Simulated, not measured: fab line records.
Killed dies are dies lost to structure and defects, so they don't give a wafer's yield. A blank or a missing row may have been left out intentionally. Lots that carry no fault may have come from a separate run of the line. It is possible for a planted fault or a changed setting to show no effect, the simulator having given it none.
Which tool did it? || flow rit cmos || Sampling: 15 lots, 45 wafers, 2 of 202 route steps

## WHAT THE GAUGES READ, wafer by wafer
RIT_SDANNEAL_RS_MEAS_04: measures by four-point-probe.
{"lot": "L701", "measured": "day 3 02:25", "on": "film metro-01", "PSD_RS (ohm/sq)": "115.51 115.71 115.79"}
{"lot": "L702", "measured": "day 3 06:40", "on": "film metro-02", "PSD_RS (ohm/sq)": "115.91 115.92 115.83"}
{"lot": "L704", "measured": "day 3 16:20", "on": "film metro-02", "PSD_RS (ohm/sq)": "116.06 115.80 115.69"}
{"lot": "L705", "measured": "day 3 22:45", "on": "film metro-04", "PSD_RS (ohm/sq)": "115.89 116.13 116.01"}
{"lot": "L706", "measured": "day 4 03:13", "on": "film metro-04", "PSD_RS (ohm/sq)": "116.57 116.55 116.18"}
{"lot": "L707", "measured": "day 4 07:44", "on": "film metro-02", "PSD_RS (ohm/sq)": "116.59 116.37 116.44"}
{"lot": "L711", "measured": "day 5 02:55", "on": "film metro-02", "PSD_RS (ohm/sq)": "120.63 120.47 120.48"}
{"lot": "L712", "measured": "day 5 08:28", "on": "film metro-04", "PSD_RS (ohm/sq)": "120.69 121.07 120.86"}
{"lot": "L714", "measured": "day 5 18:15", "on": "film metro-02", "PSD_RS (ohm/sq)": "120.05 120.13 120.48"}
{"lot": "L716", "measured": "day 6 04:42", "on": "film metro-04", "PSD_RS (ohm/sq)": "115.65 115.68 115.95"}
{"lot": "L717", "measured": "day 6 10:16", "on": "film metro-04", "PSD_RS (ohm/sq)": "115.98 116.04 116.24"}
{"lot": "L718", "measured": "day 6 15:25", "on": "film metro-04", "PSD_RS (ohm/sq)": "116.15 115.72 115.76"}
{"lot": "L719", "measured": "day 6 20:34", "on": "film metro-01", "PSD_RS (ohm/sq)": "116.16 115.82 115.68"}
{"lot": "L720", "measured": "day 7 00:07", "on": "film metro-04", "PSD_RS (ohm/sq)": "116.06 116.17 116.10"}
{"lot": "L723", "measured": "day 7 15:40", "on": "film metro-01", "PSD_RS (ohm/sq)": "116.57 116.46 116.70"}

## TOOL THAT RAN EACH LOT (tool first, then ch and the chambers of the sampled wafers, then the start)
{"lot": "L701", "RIT_PSD_IMPLANT_08": "implanter-01 ch 0, day 3 01:36"}
{"lot": "L702", "RIT_PSD_IMPLANT_08": "implanter-03 ch 0, day 3 05:50"}
{"lot": "L704", "RIT_PSD_IMPLANT_08": "implanter-03 ch 0, day 3 15:31"}
{"lot": "L705", "RIT_PSD_IMPLANT_08": "implanter-03 ch 0, day 3 21:57"}
{"lot": "L706", "RIT_PSD_IMPLANT_08": "implanter-03 ch 0, day 4 02:24"}
{"lot": "L707", "RIT_PSD_IMPLANT_08": "implanter-02 ch 0, day 4 06:55"}
{"lot": "L711", "RIT_PSD_IMPLANT_08": "implanter-02 ch 0, day 5 02:02"}
{"lot": "L712", "RIT_PSD_IMPLANT_08": "implanter-02 ch 0, day 5 07:40"}
{"lot": "L714", "RIT_PSD_IMPLANT_08": "implanter-02 ch 0, day 5 17:26"}
{"lot": "L716", "RIT_PSD_IMPLANT_08": "implanter-03 ch 0, day 6 03:53"}
{"lot": "L717", "RIT_PSD_IMPLANT_08": "implanter-01 ch 0, day 6 09:27"}
{"lot": "L718", "RIT_PSD_IMPLANT_08": "implanter-01 ch 0, day 6 14:37"}
{"lot": "L719", "RIT_PSD_IMPLANT_08": "implanter-01 ch 0, day 6 19:46"}
{"lot": "L720", "RIT_PSD_IMPLANT_08": "implanter-03 ch 0, day 6 23:19"}
{"lot": "L723", "RIT_PSD_IMPLANT_08": "implanter-03 ch 0, day 7 14:52"}
- RIT_PSD_IMPLANT_08

## AS READ BY THE TOOLS THEMSELVES (means over the sampled wafers that have a number; for cases with no such wafer, the mark the record gives instead)
RIT_PSD_IMPLANT_08.
{"lot": "L701", "tool": "implanter-01", "beam energy keV": 26.999, "dose ions cm2": 5e+15}
{"lot": "L702", "tool": "implanter-03", "beam energy keV": 27.013, "dose ions cm2": 5e+15}
{"lot": "L704", "tool": "implanter-03", "beam energy keV": 27.006, "dose ions cm2": 5e+15}
{"lot": "L705", "tool": "implanter-03", "beam energy keV": 27.002, "dose ions cm2": 5e+15}
{"lot": "L706", "tool": "implanter-03", "beam energy keV": 26.991, "dose ions cm2": 5e+15}
{"lot": "L707", "tool": "implanter-02", "beam energy keV": 26.988, "dose ions cm2": 5e+15}
{"lot": "L711", "tool": "implanter-02", "beam energy keV": 25.120, "dose ions cm2": 5e+15}
{"lot": "L712", "tool": "implanter-02", "beam energy keV": 25.121, "dose ions cm2": 5e+15}
{"lot": "L714", "tool": "implanter-02", "beam energy keV": 25.110, "dose ions cm2": 5e+15}
{"lot": "L716", "tool": "implanter-03", "beam energy keV": 26.995, "dose ions cm2": 5e+15}
{"lot": "L717", "tool": "implanter-01", "beam energy keV": 26.993, "dose ions cm2": 5e+15}
{"lot": "L718", "tool": "implanter-01", "beam energy keV": 27.003, "dose ions cm2": 5e+15}
{"lot": "L719", "tool": "implanter-01", "beam energy keV": 26.995, "dose ions cm2": 5e+15}
{"lot": "L720", "tool": "implanter-03", "beam energy keV": 26.995, "dose ions cm2": 5e+15}
{"lot": "L723", "tool": "implanter-03", "beam energy keV": 27.006, "dose ions cm2": 5e+15}

## THE ANSWER, worked out from the rows above alone
Rule: what is usual is taken from the lots themselves. The widest of any qualifying gaps counts: lots, ordered by their means at a reading, are off when they make up no more than a third of the lots, leave a main group of 4 or more, and stand apart from it by 3 or more times the standard deviation of that group's means. The tables above print the reading to a certain number of digits; a main group whose means all agree to those digits is not used. A lot without any number at a reading at which 4 lots or more have one is off too. Where the step has rows for the other lots, those lots are counted as sound. Order of review: gauges by route order, followed by the tools' own readings, for which a lot's mean as printed above is used. The first step at which some lot is off is used, and at that step the reading that is off furthest; a lot without a number counts as furthest.
Off: at RIT_SDANNEAL_RS_MEAS_04 (PSD_RS), L711, L712, L714. The main group has a mean of 116.05 ohm/sq with a standard deviation of 0.28.
A tool fits if, at a process step before that reading, it ran every lot that is off, and no sound lot after the first of them. Not tried: the gauges at RIT_SDANNEAL_RS_MEAS_04; whatever is off there is also off at RIT_PSD_IMPLANT_08, on other tools, and gauge error can't account for it. One candidate fits, namely implanter-02 at RIT_PSD_IMPLANT_08. A fault onset in the window from L707 (day 4 06:55, its last sound lot) to L711 (day 5 02:02, its first lot off) fits.
The tool's own readings at RIT_PSD_IMPLANT_08 bear it out: on the lots that are off they differ by more than 5 times the standard deviation of the sound lots' means. beam energy keV reads 25.117 there against 26.999 on the sound lots.

## WHAT THE SIMULATOR PUT IN
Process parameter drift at RIT_PSD_IMPLANT_08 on implanter-02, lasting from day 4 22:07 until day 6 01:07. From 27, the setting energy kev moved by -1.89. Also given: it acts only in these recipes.
Shown lots that were struck: L711, L712, L714. The rule above found the same.
